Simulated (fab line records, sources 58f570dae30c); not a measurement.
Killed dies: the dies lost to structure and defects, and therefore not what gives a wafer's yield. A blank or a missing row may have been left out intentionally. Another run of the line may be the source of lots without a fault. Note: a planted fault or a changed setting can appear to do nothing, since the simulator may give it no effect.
Which of the tools did it? || flow berkeleyCmos170 || 39 wafers from 13 lots sampled at 4 of the route's 331 steps

WHAT THE GAUGES SHOWED, per wafer
UCB170_PWELL_THK_MEAS_06.
{"lot": "L339", "measured": "day 2 22:56", "on": "filmMetro-03", "PWELL_NITRIDE_THK (nm)": "219.4 222.0 219.3"}
{"lot": "L340", "measured": "day 3 06:35", "on": "filmMetro-01", "PWELL_NITRIDE_THK (nm)": "215.9 217.9 216.2"}
{"lot": "L341", "measured": "day 3 06:35", "on": "filmMetro-04", "PWELL_NITRIDE_THK (nm)": "220.0 219.2 218.8"}
{"lot": "L342", "measured": "day 3 11:18", "on": "filmMetro-01", "PWELL_NITRIDE_THK (nm)": "221.0 220.5 222.2"}
{"lot": "L343", "measured": "day 3 19:55", "on": "filmMetro-03", "PWELL_NITRIDE_THK (nm)": "219.9 220.7 220.2"}
{"lot": "L344", "measured": "day 3 19:55", "on": "filmMetro-04", "PWELL_NITRIDE_THK (nm)": "223.7 222.9 223.2"}
{"lot": "L345", "measured": "day 4 02:49", "on": "filmMetro-01", "PWELL_NITRIDE_THK (nm)": "167.9 169.7 169.0 168.1 169.7 168.9"}
{"lot": "L357", "measured": "day 6 22:54", "on": "filmMetro-03", "PWELL_NITRIDE_THK (nm)": "221.0 219.9 218.4"}
{"lot": "L358", "measured": "day 6 22:53", "on": "filmMetro-01", "PWELL_NITRIDE_THK (nm)": "224.0 224.5 224.7"}
{"lot": "L359", "measured": "day 7 08:25", "on": "filmMetro-03", "PWELL_NITRIDE_THK (nm)": "219.9 217.9 218.4"}
{"lot": "L360", "measured": "day 7 08:25", "on": "filmMetro-04", "PWELL_NITRIDE_THK (nm)": "222.2 222.0 223.0"}
{"lot": "L361", "measured": "day 7 11:46", "on": "filmMetro-01", "PWELL_NITRIDE_THK (nm)": "222.8 225.7 223.7"}
{"lot": "L362", "measured": "day 7 11:49", "on": "filmMetro-04", "PWELL_NITRIDE_THK (nm)": "220.6 220.8 220.2"}

UCB170_V2_CD_MEAS_12: target cd 700 nm.
{"lot": "L339", "measured": "day 7 09:56", "on": "cdSem-02", "cdNm (nm)": "701.1 700.1 700.0"}
{"lot": "L340", "measured": "day 7 20:02", "on": "cdSem-01", "cdNm (nm)": "699.1 701.0 700.8"}
{"lot": "L341", "measured": "day 7 19:41", "on": "cdSem-02", "cdNm (nm)": "700.9 700.4 700.8"}
{"lot": "L342", "measured": "day 8 06:25", "on": "cdSem-02", "cdNm (nm)": "698.6 699.4 698.7"}
{"lot": "L343", "measured": "day 8 06:05", "on": "cdSem-01", "cdNm (nm)": "700.7 701.3 700.7"}
{"lot": "L344", "measured": "day 8 05:56", "on": "cdSem-02", "cdNm (nm)": "700.0 701.7 700.9"}
{"lot": "L345", "measured": "day 8 19:48", "on": "cdSem-02", "cdNm (nm)": "699.9 699.0 700.6"}
{"lot": "L357", "measured": "day 11 08:02", "on": "cdSem-02", "cdNm (nm)": "699.3 700.3 700.4"}
{"lot": "L358", "measured": "day 11 08:41", "on": "cdSem-01", "cdNm (nm)": "700.8 699.9 700.2"}
{"lot": "L359", "measured": "day 11 20:50", "on": "cdSem-01", "cdNm (nm)": "697.1 700.2 699.7"}
{"lot": "L360", "measured": "day 11 19:49", "on": "cdSem-01", "cdNm (nm)": "698.5 701.4 699.4"}
{"lot": "L361", "measured": "day 11 20:20", "on": "cdSem-02", "cdNm (nm)": "700.1 700.4 701.1"}
{"lot": "L362", "measured": "day 11 20:40", "on": "cdSem-01", "cdNm (nm)": "699.9 698.4 700.0"}

TOOL THAT RAN EACH LOT (tool first, then ch and the chambers of the sampled wafers, then the start)
{"lot": "L339", "UCB170_PWELL_CVD_05": "lpcvd-01 ch 0, day 2 21:01", "UCB170_PWELL_ETCH_14": "rieDiel-02 ch 0,2, day 2 23:52"}
{"lot": "L340", "UCB170_PWELL_CVD_05": "lpcvd-01 ch 0, day 3 04:40", "UCB170_PWELL_ETCH_14": "rieDiel-02 ch 0,1,2, day 3 08:28"}
{"lot": "L341", "UCB170_PWELL_CVD_05": "lpcvd-01 ch 0, day 3 04:40", "UCB170_PWELL_ETCH_14": "rieDiel-04 ch 0,1,2, day 3 08:35"}
{"lot": "L342", "UCB170_PWELL_CVD_05": "lpcvd-01 ch 1, day 3 09:22", "UCB170_PWELL_ETCH_14": "rieDiel-02 ch 0,1,3, day 3 12:52"}
{"lot": "L343", "UCB170_PWELL_CVD_05": "lpcvd-02 ch 0, day 3 18:00", "UCB170_PWELL_ETCH_14": "rieDiel-01 ch 1,3, day 3 21:09"}
{"lot": "L344", "UCB170_PWELL_CVD_05": "lpcvd-02 ch 1, day 3 18:00", "UCB170_PWELL_ETCH_14": "rieDiel-04 ch 0,3, day 3 22:16"}
{"lot": "L345", "UCB170_PWELL_CVD_05": "lpcvd-02 ch 0, day 4 00:54", "UCB170_PWELL_ETCH_14": "rieDiel-04 ch 0,1,3, day 4 11:00"}
{"lot": "L357", "UCB170_PWELL_CVD_05": "lpcvd-02 ch 0, day 6 20:58", "UCB170_PWELL_ETCH_14": "rieDiel-02 ch 0,1,2, day 7 00:15"}
{"lot": "L358", "UCB170_PWELL_CVD_05": "lpcvd-02 ch 0, day 6 20:58", "UCB170_PWELL_ETCH_14": "rieDiel-04 ch 0,1, day 7 00:09"}
{"lot": "L359", "UCB170_PWELL_CVD_05": "lpcvd-02 ch 0, day 7 06:30", "UCB170_PWELL_ETCH_14": "rieDiel-04 ch 1,2,3, day 7 10:39"}
{"lot": "L360", "UCB170_PWELL_CVD_05": "lpcvd-02 ch 1, day 7 06:30", "UCB170_PWELL_ETCH_14": "rieDiel-02 ch 0,1,3, day 7 10:46"}
{"lot": "L361", "UCB170_PWELL_CVD_05": "lpcvd-02 ch 1, day 7 09:51", "UCB170_PWELL_ETCH_14": "rieDiel-04 ch 0,1, day 7 12:51"}
{"lot": "L362", "UCB170_PWELL_CVD_05": "lpcvd-02 ch 0, day 7 09:51", "UCB170_PWELL_ETCH_14": "rieDiel-02 ch 0,2,3, day 7 12:58"}
- UCB170_PWELL_CVD_05: deposits Si3N4 from SiH2Cl2/NH3, target thk 220 nm, time 3300 s.
- UCB170_PWELL_ETCH_14: etches Si3N4 in CH3F/Ar/O2, stops on SiO2, target depth 242 nm, time 151 s.

AS READ BY THE TOOLS THEMSELVES (means over the sampled wafers that have a number; for cases with no such wafer, the mark the record gives instead)
UCB170_PWELL_CVD_05.
{"lot": "L339", "tool": "lpcvd-01", "spikeTcSourceC (C)": 822.2}
{"lot": "L340", "tool": "lpcvd-01", "spikeTcSourceC (C)": 821.5}
{"lot": "L341", "tool": "lpcvd-01", "spikeTcSourceC (C)": 820.2}
{"lot": "L342", "tool": "lpcvd-01", "spikeTcSourceC (C)": 825.5}
{"lot": "L343", "tool": "lpcvd-02", "spikeTcSourceC (C)": 822.1}
{"lot": "L344", "tool": "lpcvd-02", "spikeTcSourceC (C)": 824.4}
{"lot": "L345", "tool": "lpcvd-02", "spikeTcSourceC (C)": 821.7}
{"lot": "L357", "tool": "lpcvd-02", "spikeTcSourceC (C)": 820.8}
{"lot": "L358", "tool": "lpcvd-02", "spikeTcSourceC (C)": 821.5}
{"lot": "L359", "tool": "lpcvd-02", "spikeTcSourceC (C)": 821.7}
{"lot": "L360", "tool": "lpcvd-02", "spikeTcSourceC (C)": 823.0}
{"lot": "L361", "tool": "lpcvd-02", "spikeTcSourceC (C)": 823.6}
{"lot": "L362", "tool": "lpcvd-02", "spikeTcSourceC (C)": 822.3}

UCB170_PWELL_ETCH_14.
{"lot": "L339", "tool": "rieDiel-02", "drypumpMotorCurrentA (A)": 5.4, "mfcArSccm (sccm)": 49.89, "oesProductAu (a.u.)": 0.928, "throttleValvePct (%)": 8.24}
{"lot": "L340", "tool": "rieDiel-02", "drypumpMotorCurrentA (A)": 5.7, "mfcArSccm (sccm)": 49.93, "oesProductAu (a.u.)": 0.922, "throttleValvePct (%)": 8.23}
{"lot": "L341", "tool": "rieDiel-04", "drypumpMotorCurrentA (A)": 5.7, "mfcArSccm (sccm)": 50.00, "oesProductAu (a.u.)": 0.955, "throttleValvePct (%)": 8.00}
{"lot": "L342", "tool": "rieDiel-02", "drypumpMotorCurrentA (A)": 6.0, "mfcArSccm (sccm)": 49.91, "oesProductAu (a.u.)": 0.940, "throttleValvePct (%)": 8.17}
{"lot": "L343", "tool": "rieDiel-01", "drypumpMotorCurrentA (A)": 6.2, "mfcArSccm (sccm)": 50.02, "oesProductAu (a.u.)": 0.945, "throttleValvePct (%)": 8.04}
{"lot": "L344", "tool": "rieDiel-04", "drypumpMotorCurrentA (A)": 5.7, "mfcArSccm (sccm)": 50.11, "oesProductAu (a.u.)": 0.957, "throttleValvePct (%)": 7.83}
{"lot": "L345", "tool": "rieDiel-04", "drypumpMotorCurrentA (A)": 5.6, "mfcArSccm (sccm)": 49.98, "oesProductAu (a.u.)": 0.817, "throttleValvePct (%)": 7.95}
{"lot": "L357", "tool": "rieDiel-02", "drypumpMotorCurrentA (A)": 5.8, "mfcArSccm (sccm)": 50.03, "oesProductAu (a.u.)": 0.932, "throttleValvePct (%)": 8.22}
{"lot": "L358", "tool": "rieDiel-04", "drypumpMotorCurrentA (A)": 5.3, "mfcArSccm (sccm)": 50.06, "oesProductAu (a.u.)": 0.974, "throttleValvePct (%)": 8.05}
{"lot": "L359", "tool": "rieDiel-04", "drypumpMotorCurrentA (A)": 5.8, "mfcArSccm (sccm)": 50.07, "oesProductAu (a.u.)": 0.940, "throttleValvePct (%)": 8.03}
{"lot": "L360", "tool": "rieDiel-02", "drypumpMotorCurrentA (A)": 6.0, "mfcArSccm (sccm)": 50.09, "oesProductAu (a.u.)": 0.937, "throttleValvePct (%)": 8.19}
{"lot": "L361", "tool": "rieDiel-04", "drypumpMotorCurrentA (A)": 5.3, "mfcArSccm (sccm)": 49.98, "oesProductAu (a.u.)": 0.976, "throttleValvePct (%)": 8.05}
{"lot": "L362", "tool": "rieDiel-02", "drypumpMotorCurrentA (A)": 5.7, "mfcArSccm (sccm)": 50.02, "oesProductAu (a.u.)": 0.934, "throttleValvePct (%)": 8.19}

THE ANSWER, worked out from the rows above alone
Rule: usual is defined by the lots themselves. The widest of any qualifying gaps counts: lots, ordered by their means at a reading, are off when they make up no more than a third of the lots, leave a main group of 4 or more, and stand apart from it by 3 or more times the standard deviation of that group's means. The tables above print the reading to a certain number of digits; a main group whose means all agree to those digits is not used. Also off: a lot with no number at a reading for which 4 or more lots have one. All remaining lots with rows at the step are treated as sound. First the gauges in route order, then the tools' own readings, where a lot's mean is used as printed above. At the first step where some lot is off, the reading lying furthest off is the one used; lots without a number count as furthest.
Off: L345, at UCB170_PWELL_THK_MEAS_06 (PWELL_NITRIDE_THK). The main group: mean 220.9 nm, standard deviation 2.2.
If a tool, at a process step before that reading, ran all the lots that are off and no sound lot after the first of them, it fits. Not tried: the gauges at UCB170_PWELL_THK_MEAS_06; whatever is off there is also off at UCB170_PWELL_ETCH_14, on other tools, and gauge error can't account for it. Of those tried, none fits.

WHAT HAD BEEN PUT IN BY THE SIMULATOR
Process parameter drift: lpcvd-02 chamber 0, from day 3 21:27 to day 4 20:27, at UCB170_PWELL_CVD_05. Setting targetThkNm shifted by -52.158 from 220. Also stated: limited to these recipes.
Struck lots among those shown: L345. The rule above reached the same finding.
